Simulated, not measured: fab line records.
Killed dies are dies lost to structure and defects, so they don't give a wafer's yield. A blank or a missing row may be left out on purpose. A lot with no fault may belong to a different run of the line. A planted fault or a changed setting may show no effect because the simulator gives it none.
fab line records -- flow ritCmos -- part 2 of 2: steps 30 to 39 of 39
record: lots: 5, wafers: 15, lastDay: 7
route steps=202 shown ACTIVE@8 FOX1@20 FOX2@23 NWELL@28 PWELL@39
lots that met no fault: from a run of the same line without faults
startH: hours from the record's first day to the start of the lot's first wafer shown -- waitH: time in hours since the lot's previous step -- " same as the row above -- L1.1+2: several wafers, shown together as one row -- - either no value or no given start -- * or withheld: withheld -- < > ~ a bound
route shown NAME@n: NAME is a module with steps in the file, n the number in the route of the first one -- usual: the fault-free wafers' mean and standard deviation -- same: alike in all rows -- chamber/n: place in a boat -- sites: each site's reading -- _std_site: standard deviation of those values -- _edge_site: outer sites' mean less inner sites' -- radiusMm: how far each site lies from the wafer's centre -- mask NAME#n: copy n -- behind: the tool/chamber that last shaped the wafer -- hold: the reason the lot was held/the length of the hold in hours/how it ended -- device: which transistor (n, p or np) failed to switch -- end of line: the same wafers' tests at the end of the route -- a step with no rows: only its recipe -- killed: the dies lost at the first sort to structure and to defects; this is not the yield of the wafer -- map: dies across one wafer; x = killed, . = not, _ = none there
set.NAME: the setting that was run; set.NAME@STEP: the one run at that earlier step -- model.NAME: the simulator's own value behind a step, which no gauge read
lots at selected steps of the route; one table per step, one row per wafer
services: when a tool's chamber went out of use (startH, in hours from the record's first day, below 0 if earlier), for how many hours, and the reason
== steps ==
step: RIT_NWELL_STRIP_09
recipe: chemistry: O2, timeS: 180, resist: NOVOLAK, platenTempC: withheld, powerW: 500, pressureMtorr: 4000, o2FlowSccm: 4000
usual: drypumpMotorCurrentA: 5.6/0.52
lot.wafer,tool,chamber,startH,waitH,drypumpMotorCurrentA,rfHoursCounterH
L081.1,plasmaAsher-02,0,58.35,0.1,6.3,34
L081.5,plasmaAsher-02,1,58.35,0.1,4.9,-
L081.6,plasmaAsher-02,0,58.35,0.1,6.3,-
L084.2,plasmaAsher-02,1,72.27,0.1,4.9,36
L084.4,plasmaAsher-02,1,72.27,0.1,4.9,-
L084.5,plasmaAsher-02,0,72.27,0.1,6.3,-
L094.1,plasmaAsher-01,0,121.49,0.1,5.6,49
L094.3,plasmaAsher-01,1,121.49,0.1,5.6,-
L094.4,plasmaAsher-01,0,121.49,0.1,5.6,-
L096.2,plasmaAsher-02,1,130.76,0.1,4.8,1
L096.3,plasmaAsher-02,1,130.76,0.1,4.8,-
L096.4,plasmaAsher-02,0,130.76,0.1,6.3,-
L097.1,plasmaAsher-02,0,135.63,0.1,6.3,2
L097.5,plasmaAsher-02,1,135.63,0.1,4.9,-
L097.6,plasmaAsher-02,0,135.63,0.1,6.3,-
step: RIT_NWELL_TW_MEAS_10
usual: NWELL_TW: 2130/10
lot.wafer,tool,chamber,startH,waitH,NWELL_TW
L081.1,filmMetro-04,-,58.53,0.1,2139
L081.5,filmMetro-04,-,58.53,0.1,2136
L081.6,filmMetro-04,-,58.53,0.1,2141
L084.2,filmMetro-01,-,72.46,0.1,2118
L084.4,filmMetro-01,-,72.46,0.1,2123
L084.5,filmMetro-01,-,72.46,0.1,2133
L094.1,filmMetro-01,-,121.66,0.1,2114
L094.3,filmMetro-01,-,121.66,0.1,2121
L094.4,filmMetro-01,-,121.66,0.1,2115
L096.2,filmMetro-01,-,130.95,0.1,2123
L096.3,filmMetro-01,-,130.95,0.1,2129
L096.4,filmMetro-01,-,130.95,0.1,2124
L097.1,filmMetro-01,-,135.81,0.1,2124
L097.5,filmMetro-01,-,135.81,0.1,2128
L097.6,filmMetro-01,-,135.81,0.1,2125
step: RIT_PWELL_HMDS_00
recipe: primeTimeS: 60, primeTempC: 140
usual: chillPlateTempC: 23.00/0.1
lot.wafer,tool,chamber,startH,waitH,chillPlateTempC
L081.1,lithoTrack-01,0,58.61,0.1,22.88
L081.5,lithoTrack-01,0,58.61,0.1,22.99
L081.6,lithoTrack-01,0,58.61,0.1,23.17
L084.2,lithoTrack-01,0,72.53,0.1,22.86
L084.4,lithoTrack-01,0,72.53,0.1,22.95
L084.5,lithoTrack-01,0,72.53,0.1,22.85
L094.1,lithoTrack-02,0,121.72,0.1,22.85
L094.3,lithoTrack-02,0,121.72,0.1,22.92
L094.4,lithoTrack-02,0,121.72,0.1,22.96
L096.2,lithoTrack-02,0,131.02,0.1,22.93
L096.3,lithoTrack-02,0,131.02,0.1,23.14
L096.4,lithoTrack-02,0,131.02,0.1,23.01
L097.1,lithoTrack-02,0,135.87,0.1,23.08
L097.5,lithoTrack-02,0,135.87,0.1,22.89
L097.6,lithoTrack-02,0,135.87,0.1,23.04
step: RIT_PWELL_COAT_01
recipe: resist: NOVOLAK, spinRpm: 2000, resistThkNm: 1300
usual: chillPlateTempC: 23.01/0.096
lot.wafer,tool,chamber,startH,waitH,chillPlateTempC
L081.1,lithoTrack-01,0,58.76,0.1,22.97
L081.5,lithoTrack-01,0,58.76,0.1,23.05
L081.6,lithoTrack-01,0,58.76,0.1,22.78
L084.2,lithoTrack-01,0,72.68,0.1,22.98
L084.4,lithoTrack-01,0,72.68,0.1,23.20
L084.5,lithoTrack-01,0,72.68,0.1,22.98
L094.1,lithoTrack-02,0,121.87,0.1,23.10
L094.3,lithoTrack-02,0,121.87,0.1,23.00
L094.4,lithoTrack-02,0,121.87,0.1,23.06
L096.2,lithoTrack-02,0,131.17,0.1,22.95
L096.3,lithoTrack-02,0,131.17,0.1,22.98
L096.4,lithoTrack-02,0,131.17,0.1,23.01
L097.1,lithoTrack-02,0,136.02,0.1,22.99
L097.5,lithoTrack-02,0,136.02,0.1,22.79
L097.6,lithoTrack-02,0,136.02,0.1,22.97
step: RIT_PWELL_SOFTBAKE_02
recipe: resist: NOVOLAK, tempC: 90, timeS: 60
usual: chillPlateTempC: 22.98/0.1
lot.wafer,tool,chamber,startH,waitH,chillPlateTempC
L081.1,lithoTrack-01,0,58.91,0.1,23.06
L081.5,lithoTrack-01,0,58.91,0.1,23.10
L081.6,lithoTrack-01,0,58.91,0.1,22.74
L084.2,lithoTrack-01,0,72.83,0.1,23.17
L084.4,lithoTrack-01,0,72.83,0.1,23.00
L084.5,lithoTrack-01,0,72.83,0.1,23.06
L094.1,lithoTrack-02,0,122.02,0.1,22.88
L094.3,lithoTrack-02,0,122.02,0.1,23.05
L094.4,lithoTrack-02,0,122.02,0.1,22.89
L096.2,lithoTrack-02,0,131.32,0.1,22.86
L096.3,lithoTrack-02,0,131.32,0.1,22.88
L096.4,lithoTrack-02,0,131.32,0.1,22.88
L097.1,lithoTrack-02,0,136.17,0.1,23.20
L097.5,lithoTrack-02,0,136.17,0.1,22.98
L097.6,lithoTrack-02,0,136.17,0.1,23.15
step: RIT_PWELL_EXPOSE_03
recipe: maskId: M3, na: 0.57, targetCdNm: 43700, doseMj: 250
usual: stageVelMmS: 499.95/0.24
lot.wafer,tool,chamber,startH,waitH,mask,stageVelMmS
L081.1,ilineStepper-01,0,59.06,0.1,M3#0,499.75
L081.5,ilineStepper-01,0,59.06,0.1,M3#0,500.00
L081.6,ilineStepper-01,0,59.06,0.1,M3#0,499.98
L084.2,ilineStepper-01,0,72.98,0.1,M3#0,499.46
L084.4,ilineStepper-01,0,72.98,0.1,M3#0,499.70
L084.5,ilineStepper-01,0,72.98,0.1,M3#0,499.60
L094.1,ilineStepper-01,0,122.17,0.1,M3#0,500.16
L094.3,ilineStepper-01,0,122.17,0.1,M3#0,500.24
L094.4,ilineStepper-01,0,122.17,0.1,M3#0,499.98
L096.2,ilineStepper-02,0,131.59,0.2,M3#0,499.70
L096.3,ilineStepper-02,0,131.59,0.2,M3#0,499.56
L096.4,ilineStepper-02,0,131.59,0.2,M3#0,499.61
L097.1,ilineStepper-02,0,136.32,0.1,M3#0,499.79
L097.5,ilineStepper-02,0,136.32,0.1,M3#0,499.79
L097.6,ilineStepper-02,0,136.32,0.1,M3#0,500.58
step: RIT_PWELL_PEB_04
recipe: resist: NOVOLAK, tempC: withheld, timeS: withheld
usual: chillPlateTempC: *
lot.wafer,tool,chamber,startH,waitH,chillPlateTempC
L081.1,lithoTrack-01,0,59.18,0.1,*
L081.5,lithoTrack-01,0,59.18,0.1,*
L081.6,lithoTrack-01,0,59.18,0.1,*
L084.2,lithoTrack-03,0,73.10,0.1,*
L084.4,lithoTrack-03,0,73.10,0.1,*
L084.5,lithoTrack-03,0,73.10,0.1,*
L094.1,lithoTrack-01,0,122.29,0.1,*
L094.3,lithoTrack-01,0,122.29,0.1,*
L094.4,lithoTrack-01,0,122.29,0.1,*
L096.2,lithoTrack-03,0,131.72,0.1,*
L096.3,lithoTrack-03,0,131.72,0.1,*
L096.4,lithoTrack-03,0,131.72,0.1,*
L097.1,lithoTrack-03,0,136.44,0.1,*
L097.5,lithoTrack-03,0,136.44,0.1,*
L097.6,lithoTrack-03,0,136.44,0.1,*
step: RIT_PWELL_DEVELOP_05
recipe: resist: NOVOLAK, developTimeS: 68, devTempC: 23
usual: chillPlateTempC: 22.98/0.1
lot.wafer,tool,chamber,startH,waitH,chillPlateTempC
L081.1,lithoTrack-01,0,-,-,22.94
L081.5,lithoTrack-01,0,-,-,22.98
L081.6,lithoTrack-01,0,-,-,23.02
L084.2,lithoTrack-03,0,-,-,22.98
L084.4,lithoTrack-03,0,-,-,22.95
L084.5,lithoTrack-03,0,-,-,23.02
L094.1,lithoTrack-01,0,-,-,23.01
L094.3,lithoTrack-01,0,-,-,22.80
L094.4,lithoTrack-01,0,-,-,22.76
L096.2,lithoTrack-03,0,-,-,23.17
L096.3,lithoTrack-03,0,-,-,22.93
L096.4,lithoTrack-03,0,-,-,22.96
L097.1,lithoTrack-03,0,-,-,22.94
L097.5,lithoTrack-03,0,-,-,22.91
L097.6,lithoTrack-03,0,-,-,22.85
step: RIT_PWELL_OVL_MEAS_06
usual: PWELL_OVL: -1.7/1.7
lot.wafer,tool,chamber,startH,waitH,PWELL_OVL[nm]
L081.1,overlay-01,-,59.49,-,0.0
L081.5,overlay-01,-,59.49,-,0.3
L081.6,overlay-01,-,59.49,-,-0.1
L084.2,overlay-02,-,73.39,-,-4.1
L084.4,overlay-02,-,73.39,-,-2.8
L084.5,overlay-02,-,73.39,-,-3.2
L094.1,overlay-01,-,122.60,-,-0.7
L094.3,overlay-01,-,122.60,-,-3.4
L094.4,overlay-01,-,122.60,-,-2.8
L096.2,overlay-01,-,132.01,-,-5.7
L096.3,overlay-01,-,132.01,-,-5.5
L096.4,overlay-01,-,132.01,-,-4.1
L097.1,overlay-02,-,136.75,-,-1.3
L097.5,overlay-02,-,136.75,-,-1.0
L097.6,overlay-02,-,136.75,-,-0.5
step: RIT_PWELL_HARDBAKE_07
recipe: resist: NOVOLAK, tempC: 140, timeS: 120
usual: chillPlateTempC: 23.00/0.1
lot.wafer,tool,chamber,startH,waitH,chillPlateTempC
L081.1,lithoTrack-03,0,59.53,0.0,22.83
L081.5,lithoTrack-03,0,59.53,0.0,23.10
L081.6,lithoTrack-03,0,59.53,0.0,22.98
L084.2,lithoTrack-01,0,73.46,0.1,23.02
L084.4,lithoTrack-01,0,73.46,0.1,22.99
L084.5,lithoTrack-01,0,73.46,0.1,22.79
L094.1,lithoTrack-02,0,122.64,0.0,22.97
L094.3,lithoTrack-02,0,122.64,0.0,23.03
L094.4,lithoTrack-02,0,122.64,0.0,22.94
L096.2,lithoTrack-02,0,132.08,0.1,22.98
L096.3,lithoTrack-02,0,132.08,0.1,22.96
L096.4,lithoTrack-02,0,132.08,0.1,22.86
L097.1,lithoTrack-03,0,136.79,0.0,23.12
L097.5,lithoTrack-03,0,136.79,0.0,23.09
L097.6,lithoTrack-03,0,136.79,0.0,23.12
== services ==
tool,chamber,startH,hours,kind
plasmaAsher-01,-,27.66,2.8,pm
plasmaAsher-01,-,31.34,1.6,repair
rieDiel-02,0,32.96,7.6,repair
furnace-04,-,36.10,3.3,pm
rieDiel-02,2,47.53,3.1,repair
rieDiel-02,0,54.83,2.9,repair
furnace-02,-,56.10,4.2,pm
furnace-04,-,56.54,5.5,pm
furnace-02,-,60.33,4.9,pm
implanter-04,-,70.29,3.6,pm
rieDiel-03,1,76.94,5.7,repair
plasmaAsher-01,-,83.32,14.6,pm
rieDiel-02,1,86.78,10.0,repair
wetBench-02,-,90.96,2.8,repair
rieDiel-02,3,92.04,7.8,repair
implanter-04,-,105.84,5.2,repair
plasmaAsher-02,-,108.75,9.0,pm
plasmaAsher-02,0,108.75,9.0,ventCycle
rieDiel-04,3,109.86,1.9,repair
rieDiel-03,2,116.15,2.5,repair
plasmaAsher-02,-,117.75,2.8,pm
rieDiel-03,-,120.86,4.3,pm
furnace-01,-,132.64,3.9,pm
ilineStepper-01,-,135.02,2.7,repair
